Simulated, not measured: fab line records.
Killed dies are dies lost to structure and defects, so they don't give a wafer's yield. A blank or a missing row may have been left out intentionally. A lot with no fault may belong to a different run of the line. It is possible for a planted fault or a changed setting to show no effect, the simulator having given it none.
The tool behind it: which one? / flow berkeley-cmos170 / 14 lots, 42 wafers sampled, at 7 steps of a route of 331

== WHAT THE GAUGES READ, wafer by wafer ==
UCB170_NLDD_OVL_MEAS_07.
lot=L372; measured=day 6 21:05; on=overlay-02; NLDD_OVL (nm)=-7 0 -6
lot=L371; measured=day 6 21:19; on=overlay-01; NLDD_OVL (nm)=-4 -6 -10
lot=L375; measured=day 7 13:50; on=overlay-02; NLDD_OVL (nm)=7 6 10
lot=L373; measured=day 7 14:11; on=overlay-02; NLDD_OVL (nm)=-12 -13 -7
lot=L380; measured=day 8 00:55; on=overlay-01; NLDD_OVL (nm)=10 8 11
lot=L379; measured=day 8 01:28; on=overlay-02; NLDD_OVL (nm)=-6 -6 0
lot=L377; measured=day 8 06:18; on=overlay-02; NLDD_OVL (nm)=2 2 -4
lot=L381; measured=day 8 12:37; on=overlay-02; NLDD_OVL (nm)=-11 -12 -4
lot=L382; measured=day 9 03:29; on=overlay-01; NLDD_OVL (nm)=1 1 2
lot=L383; measured=day 9 17:01; on=overlay-02; NLDD_OVL (nm)=11 14 9
lot=L389; measured=day 9 22:17; on=overlay-01; NLDD_OVL (nm)=-7 -4 -12
lot=L390; measured=day 10 12:29; on=overlay-01; NLDD_OVL (nm)=-2 2 0
lot=L391; measured=day 10 14:07; on=overlay-01; NLDD_OVL (nm)=1 10 0
lot=L394; measured=day 11 12:33; on=overlay-01; NLDD_OVL (nm)=2 3 -3

UCB170_PSD_CD_MEAS_06: target cd 1200 nm.
lot=L372; measured=day 7 03:41; on=cd-sem-02; cd-nm (nm)=1198.5 1199.6 1199.9
lot=L371; measured=day 7 03:54; on=cd-sem-02; cd-nm (nm)=1200.8 1200.2 1200.0
lot=L375; measured=day 7 19:17; on=cd-sem-02; cd-nm (nm)=1202.9 1202.5 1203.0
lot=L373; measured=day 7 19:25; on=cd-sem-01; cd-nm (nm)=1200.6 1201.0 1200.2
lot=L380; measured=day 8 09:17; on=cd-sem-01; cd-nm (nm)=1197.4 1198.6 1199.2
lot=L379; measured=day 8 09:05; on=cd-sem-01; cd-nm (nm)=1200.7 1201.7 1201.5
lot=L377; measured=day 8 13:50; on=cd-sem-01; cd-nm (nm)=1200.8 1201.2 1200.7
lot=L381; measured=day 8 17:52; on=cd-sem-01; cd-nm (nm)=1197.8 1199.0 1198.7
lot=L382; measured=day 9 10:05; on=cd-sem-02; cd-nm (nm)=1199.0 1198.5 1199.8
lot=L383; measured=day 10 00:26; on=cd-sem-01; cd-nm (nm)=1199.5 1199.9 1200.3
lot=L389; measured=day 10 04:58; on=cd-sem-02; cd-nm (nm)=1199.4 1198.8 1197.8
lot=L390; measured=day 10 17:28; on=cd-sem-01; cd-nm (nm)=1198.9 1200.0 1200.0
lot=L391; measured=day 10 17:36; on=cd-sem-02; cd-nm (nm)=1199.6 1200.1 1200.3
lot=L394; measured=day 11 19:47; on=cd-sem-01; cd-nm (nm)=1202.1 1201.7 1200.3

UCB170_PSD_OVL_MEAS_07.
lot=L372; measured=day 7 03:46; on=overlay-02; PSD_OVL (nm)=-2 -4 0
lot=L371; measured=day 7 04:01; on=overlay-01; PSD_OVL (nm)=-9 -9 -5
lot=L375; measured=day 7 19:25; on=overlay-01; PSD_OVL (nm)=-12 -11 -12
lot=L373; measured=day 7 19:32; on=overlay-02; PSD_OVL (nm)=-6 -8 -9
lot=L380; measured=day 8 09:27; on=overlay-01; PSD_OVL (nm)=-13 -4 -12
lot=L379; measured=day 8 09:11; on=overlay-01; PSD_OVL (nm)=4 3 2
lot=L377; measured=day 8 13:56; on=overlay-02; PSD_OVL (nm)=-2 -11 -3
lot=L381; measured=day 8 17:59; on=overlay-02; PSD_OVL (nm)=0 -1 -7
lot=L382; measured=day 9 10:13; on=overlay-01; PSD_OVL (nm)=-6 -9 2
lot=L383; measured=day 10 00:33; on=overlay-01; PSD_OVL (nm)=-10 -11 -5
lot=L389; measured=day 10 05:05; on=overlay-02; PSD_OVL (nm)=-6 -10 -7
lot=L390; measured=day 10 17:35; on=overlay-02; PSD_OVL (nm)=-6 -1 -14
lot=L391; measured=day 10 17:43; on=overlay-01; PSD_OVL (nm)=-5 -11 -8
lot=L394; measured=day 11 19:55; on=overlay-02; PSD_OVL (nm)=-5 -6 -12

UCB170_PSD_TW_MEAS_10.
lot=L372; measured=day 7 04:04; on=film-metro-02; PSD_TW=2351 2345 2331
lot=L371; measured=day 7 04:18; on=film-metro-03; PSD_TW=2297 2307 2314
lot=L375; measured=day 7 19:42; on=film-metro-04; PSD_TW=2380 2379 2376
lot=L373; measured=day 7 19:49; on=film-metro-02; PSD_TW=2349 2353 2353
lot=L380; measured=day 8 09:44; on=film-metro-03; PSD_TW=2322 2328 2311
lot=L379; measured=day 8 09:29; on=film-metro-04; PSD_TW=2391 2386 2373
lot=L377; measured=day 8 14:14; on=film-metro-04; PSD_TW=2388 2371 2372
lot=L381; measured=day 8 18:16; on=film-metro-02; PSD_TW=2346 2344 2348
lot=L382; measured=day 9 10:31; on=film-metro-04; PSD_TW=2390 2384 2389
lot=L383; measured=day 10 00:50; on=film-metro-03; PSD_TW=2338 2323 2345
lot=L389; measured=day 10 05:22; on=film-metro-02; PSD_TW=2274 2268 2269
lot=L390; measured=day 10 17:52; on=film-metro-03; PSD_TW=2333 2330 2340
lot=L391; measured=day 10 18:00; on=film-metro-02; PSD_TW=2275 2284 2285
lot=L394; measured=day 11 20:12; on=film-metro-02; PSD_TW=2363 2353 2346

UCB170_SDANNEAL_RS_MEAS_02: the measuring method here is four-point-probe.
lot=L372; measured=day 7 10:07; on=film-metro-03; PSD_RS (ohm/sq)=74.70 75.00 74.93
lot=L371; measured=day 7 09:33; on=film-metro-02; PSD_RS (ohm/sq)=75.50 75.67 75.52
lot=L375; measured=day 8 04:49; on=film-metro-04; PSD_RS (ohm/sq)=75.37 75.53 75.35
lot=L373; measured=day 8 05:10; on=film-metro-02; PSD_RS (ohm/sq)=74.88 74.91 75.42
lot=L380; measured=day 8 16:24; on=film-metro-02; PSD_RS (ohm/sq)=75.78 75.75 75.66
lot=L379; measured=day 8 13:58; on=film-metro-02; PSD_RS (ohm/sq)=75.19 75.52 75.39
lot=L377; measured=day 8 18:06; on=film-metro-03; PSD_RS (ohm/sq)=75.59 75.46 75.72
lot=L381; measured=day 8 21:31; on=film-metro-04; PSD_RS (ohm/sq)=75.33 75.66 75.32
lot=L382; measured=day 9 16:03; on=film-metro-02; PSD_RS (ohm/sq)=75.51 75.10 75.08
lot=L383; measured=day 10 05:46; on=film-metro-03; PSD_RS (ohm/sq)=75.44 75.52 75.02
lot=L389; measured=day 10 08:15; on=film-metro-03; PSD_RS (ohm/sq)=80.71 81.02 80.97
lot=L390; measured=day 10 21:44; on=film-metro-04; PSD_RS (ohm/sq)=75.27 75.58 75.23
lot=L391; measured=day 10 21:46; on=film-metro-02; PSD_RS (ohm/sq)=80.70 80.86 80.79
lot=L394; measured=day 11 23:35; on=film-metro-02; PSD_RS (ohm/sq)=75.29 75.48 75.15

== EACH LOT AND THE TOOL THAT RAN IT (in order: tool; ch and the chambers of the sampled wafers; start) ==
lot=L372; UCB170_PSD_IMPLANT_08=implanter-02 ch 0, day 7 03:51; UCB170_PSD_STRIP_09=plasma-asher-03 ch 0,1, day 7 03:59
lot=L371; UCB170_PSD_IMPLANT_08=implanter-01 ch 0, day 7 04:04; UCB170_PSD_STRIP_09=plasma-asher-01 ch 0,1, day 7 04:11
lot=L375; UCB170_PSD_IMPLANT_08=implanter-04 ch 0, day 7 19:27; UCB170_PSD_STRIP_09=plasma-asher-04 ch 0,1, day 7 19:36
lot=L373; UCB170_PSD_IMPLANT_08=implanter-02 ch 0, day 7 19:34; UCB170_PSD_STRIP_09=plasma-asher-01 ch 0,1, day 7 19:43
lot=L380; UCB170_PSD_IMPLANT_08=implanter-02 ch 0, day 8 09:29; UCB170_PSD_STRIP_09=plasma-asher-01 ch 0,1, day 8 09:38
lot=L379; UCB170_PSD_IMPLANT_08=implanter-01 ch 0, day 8 09:15; UCB170_PSD_STRIP_09=plasma-asher-01 ch 1, day 8 09:22
lot=L377; UCB170_PSD_IMPLANT_08=implanter-02 ch 0, day 8 13:59; UCB170_PSD_STRIP_09=plasma-asher-03 ch 0,1, day 8 14:07
lot=L381; UCB170_PSD_IMPLANT_08=implanter-04 ch 0, day 8 18:01; UCB170_PSD_STRIP_09=plasma-asher-01 ch 0,1, day 8 18:10
lot=L382; UCB170_PSD_IMPLANT_08=implanter-02 ch 0, day 9 10:15; UCB170_PSD_STRIP_09=plasma-asher-04 ch 0,1, day 9 10:24
lot=L383; UCB170_PSD_IMPLANT_08=implanter-01 ch 0, day 10 00:35; UCB170_PSD_STRIP_09=plasma-asher-04 ch 0,1, day 10 00:44
lot=L389; UCB170_PSD_IMPLANT_08=implanter-01 ch 0, day 10 05:07; UCB170_PSD_STRIP_09=plasma-asher-04 ch 0,1, day 10 05:16
lot=L390; UCB170_PSD_IMPLANT_08=implanter-02 ch 0, day 10 17:37; UCB170_PSD_STRIP_09=plasma-asher-03 ch 0,1, day 10 17:46
lot=L391; UCB170_PSD_IMPLANT_08=implanter-01 ch 0, day 10 17:46; UCB170_PSD_STRIP_09=plasma-asher-04 ch 0,1, day 10 17:53
lot=L394; UCB170_PSD_IMPLANT_08=implanter-02 ch 0, day 11 19:57; UCB170_PSD_STRIP_09=plasma-asher-03 ch 0,1, day 11 20:06
- UCB170_PSD_IMPLANT_08
- UCB170_PSD_STRIP_09: strips in O2.

== WHAT THE TOOLS THEMSELVES READ (means of the sampled wafers that have a number; where no wafer has one, the mark that the record gives instead) ==
UCB170_PSD_IMPLANT_08.
lot=L372 tool=implanter-02 beam-energy-keV=20.001 dose-ions-cm2=3e+15 faraday-current-uA=9451
lot=L371 tool=implanter-01 beam-energy-keV=19.985 dose-ions-cm2=3e+15 faraday-current-uA=9184
lot=L375 tool=implanter-04 beam-energy-keV=20.001 dose-ions-cm2=3e+15 faraday-current-uA=9190
lot=L373 tool=implanter-02 beam-energy-keV=20.009 dose-ions-cm2=3e+15 faraday-current-uA=9443
lot=L380 tool=implanter-02 beam-energy-keV=20.000 dose-ions-cm2=3e+15 faraday-current-uA=9182
lot=L379 tool=implanter-01 beam-energy-keV=19.998 dose-ions-cm2=3e+15 faraday-current-uA=9301
lot=L377 tool=implanter-02 beam-energy-keV=20.003 dose-ions-cm2=3e+15 faraday-current-uA=9565
lot=L381 tool=implanter-04 beam-energy-keV=20.002 dose-ions-cm2=3e+15 faraday-current-uA=9198
lot=L382 tool=implanter-02 beam-energy-keV=19.992 dose-ions-cm2=3e+15 faraday-current-uA=9185
lot=L383 tool=implanter-01 beam-energy-keV=20.002 dose-ions-cm2=3e+15 faraday-current-uA=9244
lot=L389 tool=implanter-01 beam-energy-keV=19.999 dose-ions-cm2=3e+15 faraday-current-uA=8415
lot=L390 tool=implanter-02 beam-energy-keV=20.002 dose-ions-cm2=3e+15 faraday-current-uA=9235
lot=L391 tool=implanter-01 beam-energy-keV=20.005 dose-ions-cm2=3e+15 faraday-current-uA=8592
lot=L394 tool=implanter-02 beam-energy-keV=20.002 dose-ions-cm2=3e+15 faraday-current-uA=9134

UCB170_PSD_STRIP_09.
lot=L372; tool=plasma-asher-03; chamber-pressure-mTorr (mTorr)=3502; drypump-motor-current-A (A)=6.1; oes-product-au (a.u.)=0.597; strip-time-to-endpoint-s (s)=29.38
lot=L371; tool=plasma-asher-01; chamber-pressure-mTorr (mTorr)=3500; drypump-motor-current-A (A)=5.6; oes-product-au (a.u.)=0.601; strip-time-to-endpoint-s (s)=29.37
lot=L375; tool=plasma-asher-04; chamber-pressure-mTorr (mTorr)=3502; drypump-motor-current-A (A)=6.3; oes-product-au (a.u.)=0.600; strip-time-to-endpoint-s (s)=29.40
lot=L373; tool=plasma-asher-01; chamber-pressure-mTorr (mTorr)=3499; drypump-motor-current-A (A)=5.6; oes-product-au (a.u.)=0.601; strip-time-to-endpoint-s (s)=29.41
lot=L380; tool=plasma-asher-01; chamber-pressure-mTorr (mTorr)=3497; drypump-motor-current-A (A)=5.6; oes-product-au (a.u.)=0.602; strip-time-to-endpoint-s (s)=29.33
lot=L379; tool=plasma-asher-01; chamber-pressure-mTorr (mTorr)=3498; drypump-motor-current-A (A)=5.9; oes-product-au (a.u.)=0.600; strip-time-to-endpoint-s (s)=29.39
lot=L377; tool=plasma-asher-03; chamber-pressure-mTorr (mTorr)=3502; drypump-motor-current-A (A)=5.8; oes-product-au (a.u.)=0.602; strip-time-to-endpoint-s (s)=29.24
lot=L381; tool=plasma-asher-01; chamber-pressure-mTorr (mTorr)=3495; drypump-motor-current-A (A)=5.6; oes-product-au (a.u.)=0.601; strip-time-to-endpoint-s (s)=29.37
lot=L382; tool=plasma-asher-04; chamber-pressure-mTorr (mTorr)=3500; drypump-motor-current-A (A)=6.1; oes-product-au (a.u.)=0.599; strip-time-to-endpoint-s (s)=29.45
lot=L383; tool=plasma-asher-04; chamber-pressure-mTorr (mTorr)=3502; drypump-motor-current-A (A)=6.1; oes-product-au (a.u.)=0.605; strip-time-to-endpoint-s (s)=29.47
lot=L389; tool=plasma-asher-04; chamber-pressure-mTorr (mTorr)=3501; drypump-motor-current-A (A)=6.2; oes-product-au (a.u.)=0.616; strip-time-to-endpoint-s (s)=28.37
lot=L390; tool=plasma-asher-03; chamber-pressure-mTorr (mTorr)=3498; drypump-motor-current-A (A)=6.1; oes-product-au (a.u.)=0.602; strip-time-to-endpoint-s (s)=29.44
lot=L391; tool=plasma-asher-04; chamber-pressure-mTorr (mTorr)=3497; drypump-motor-current-A (A)=6.1; oes-product-au (a.u.)=0.614; strip-time-to-endpoint-s (s)=28.47
lot=L394; tool=plasma-asher-03; chamber-pressure-mTorr (mTorr)=3502; drypump-motor-current-A (A)=6.1; oes-product-au (a.u.)=0.602; strip-time-to-endpoint-s (s)=29.36

== THE ANSWER, worked out from the rows above alone ==
Rule: usual is defined by the lots themselves. The widest of any qualifying gaps counts: lots, ordered by their means at a reading, are off when they make up no more than a third of the lots, leave a main group of 4 or more, and stand apart from it by 3 or more times the standard deviation of that group's means. If all means in a main group match to the digits the tables above print for the reading, that group is not used. Also off: a lot with no number at a reading for which 4 or more lots have one. Any other lot the step has rows for is counted as sound. The gauges are gone through in route order, then the tools' own readings, and for those a lot's mean is taken as printed above. At the first step where some lot is off, the reading lying furthest off is the one used; lots without a number count as furthest.
Off: L389, L391, at UCB170_SDANNEAL_RS_MEAS_02 (PSD_RS). The main group has a mean of 75.36 ohm/sq with a standard deviation of 0.22.
If a tool, at a process step before that reading, ran all the lots that are off and no sound lot after the first of them, it fits. The gauges at UCB170_SDANNEAL_RS_MEAS_02 aren't tried: what is off there is off at UCB170_PSD_IMPLANT_08 too, on other tools, and a gauge's error can't cause that. Undecided on this evidence; 2 tools fit (implanter-01 at UCB170_PSD_IMPLANT_08, plasma-asher-04 at UCB170_PSD_STRIP_09).

== WHAT THE SIMULATOR HAD PUT IN ==
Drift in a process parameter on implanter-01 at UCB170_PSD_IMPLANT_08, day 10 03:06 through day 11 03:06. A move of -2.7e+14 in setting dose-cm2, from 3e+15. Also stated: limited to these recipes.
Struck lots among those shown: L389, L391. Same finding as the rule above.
